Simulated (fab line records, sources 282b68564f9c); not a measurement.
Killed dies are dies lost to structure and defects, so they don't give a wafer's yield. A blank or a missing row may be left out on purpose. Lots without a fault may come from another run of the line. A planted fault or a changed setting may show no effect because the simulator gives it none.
Which tool did it? | flow rit_cmos | 13 lots, 39 wafers sampled, at 4 steps of a route of 202

WHAT THE GAUGES READ, wafer by wafer
RIT_NLDD_OVL_MEAS_06.
lot  | measured    | on         | NLDD_OVL (nm)
L694 | day 3 08:33 | overlay-02 | -0.4 -1.3 1.4
L696 | day 3 15:11 | overlay-02 | 1.0 1.1 2.2
L697 | day 3 21:38 | overlay-02 | -2.6 -1.3 -3.0
L698 | day 4 01:07 | overlay-02 | 2.6 -1.0 0.2
L699 | day 4 06:26 | overlay-01 | -0.5 -2.8 0.7
L700 | day 4 12:58 | overlay-02 | -0.9 0.1 -0.5
L701 | day 4 19:44 | overlay-02 | -0.8 0.2 -0.4
L703 | day 5 02:16 | overlay-01 | 2.7 0.6 -0.4
L705 | day 5 11:22 | overlay-02 | -0.8 0.5 0.3
L706 | day 5 15:05 | overlay-02 | 0.8 1.4 1.9
L707 | day 5 21:44 | overlay-02 | 1.5 0.1 1.4
L708 | day 6 00:17 | overlay-01 | 1.3 -0.6 -0.7
L715 | day 7 13:07 | overlay-01 | -1.4 -0.2 1.1

RIT_NSD_OVL_MEAS_06.
lot  | measured    | on         | NSD_OVL (nm)
L694 | day 3 14:20 | overlay-01 | -0.5 -3.5 -0.1
L696 | day 3 20:35 | overlay-01 | -1.0 -0.6 -1.2
L697 | day 4 03:16 | overlay-01 | -1.1 -0.1 -1.7
L698 | day 4 06:43 | overlay-02 | 0.7 -2.6 0.7
L699 | day 4 12:19 | overlay-02 | -1.9 -1.5 -0.9
L700 | day 4 18:26 | overlay-01 | -0.9 -1.1 -1.1
L701 | day 5 01:14 | overlay-01 | -0.4 -2.9 -0.6
L703 | day 5 08:54 | overlay-01 | 1.1 1.3 -0.3
L705 | day 5 17:52 | overlay-02 | -2.0 -0.5 -2.5
L706 | day 5 20:46 | overlay-02 | -0.1 -1.5 -2.0
L707 | day 6 03:14 | overlay-01 | -0.8 -1.4 -0.5
L708 | day 6 05:39 | overlay-01 | -1.3 -0.4 -1.9
L715 | day 7 18:53 | overlay-02 | 2.3 -1.8 -1.1

RIT_M1_CD_MEAS_09: target cd 2600 nm.
lot  | measured    | on        | cd_nm (nm)
L694 | day 3 21:40 | cd_sem-01 | 2598.6 2601.5 2599.6
L696 | day 4 04:14 | cd_sem-01 | 2600.8 2599.8 2600.9
L697 | day 4 11:01 | cd_sem-01 | 2600.5 2601.5 2599.0
L698 | day 4 14:05 | cd_sem-01 | 2601.2 2602.5 2599.3
L699 | day 4 19:43 | cd_sem-01 | 2600.1 2602.9 2601.2
L700 | day 5 02:01 | cd_sem-01 | 2599.5 2600.3 2599.9
L701 | day 5 08:43 | cd_sem-02 | 2602.4 2599.8 2600.6
L703 | day 5 16:23 | cd_sem-02 | 2601.3 2601.3 2600.7
L705 | day 6 01:10 | cd_sem-02 | 2599.3 2601.8 2601.4
L706 | day 6 04:27 | cd_sem-02 | 2600.8 2601.0 2596.6
L707 | day 6 10:47 | cd_sem-01 | 2600.8 2599.9 2601.2
L708 | day 6 12:51 | cd_sem-02 | 2601.0 2597.8 2599.0
L715 | day 8 02:05 | cd_sem-01 | 2601.5 2598.9 2601.3

WHICH TOOL RAN EACH LOT (tool, then ch and the chambers of the sampled wafers, then the start)
lot  | RIT_GATE_CLEAN_04
L694 | wet_bench-03 ch 2, day 2 17:50
L696 | wet_bench-03 ch 2, day 3 01:11
L697 | wet_bench-01 ch 0, day 3 10:10
L698 | wet_bench-04 ch 2, day 3 14:13
L699 | wet_bench-01 ch 0, day 3 19:08
L700 | wet_bench-03 ch 2, day 4 01:49
L701 | wet_bench-04 ch 3, day 4 07:15
L703 | wet_bench-01 ch 0, day 4 15:17
L705 | wet_bench-03 ch 3, day 5 02:34
L706 | wet_bench-03 ch 2, day 5 03:35
L707 | wet_bench-01 ch 1, day 5 08:41
L708 | wet_bench-04 ch 3, day 5 14:28
L715 | wet_bench-04 ch 0, day 7 02:41
- RIT_GATE_CLEAN_04: cleans in dHF, time 60 s.

WHAT THE TOOLS THEMSELVES READ (means of the sampled wafers that have a number; where no wafer has one, the mark that the record gives instead)
The record holds no such reading with a usual standard deviation.

THE ANSWER, worked out from the rows above alone
Rule: what is usual is taken from the lots themselves. Put in order of their means at a reading, lots are off if they are a third of the lots or fewer, leave a main group of 4 or more, and stand apart from it by a gap of 3 or more times the standard deviation of the main group's means; of several such gaps the widest counts. A main group whose means are all the same, to the digits that the tables above print for the reading, isn't used. A lot without any number at a reading at which 4 lots or more have one is off too. The other lots that the step has rows for count as sound. The gauges are gone through in route order, then the tools' own readings, and for those a lot's mean is taken as printed above. The first step at which some lot is off is used, and at that step the reading that is off furthest; a lot without a number counts as furthest.
No lot is off at any reading shown: from this, nothing can be told.

WHAT THE SIMULATOR HAD PUT IN
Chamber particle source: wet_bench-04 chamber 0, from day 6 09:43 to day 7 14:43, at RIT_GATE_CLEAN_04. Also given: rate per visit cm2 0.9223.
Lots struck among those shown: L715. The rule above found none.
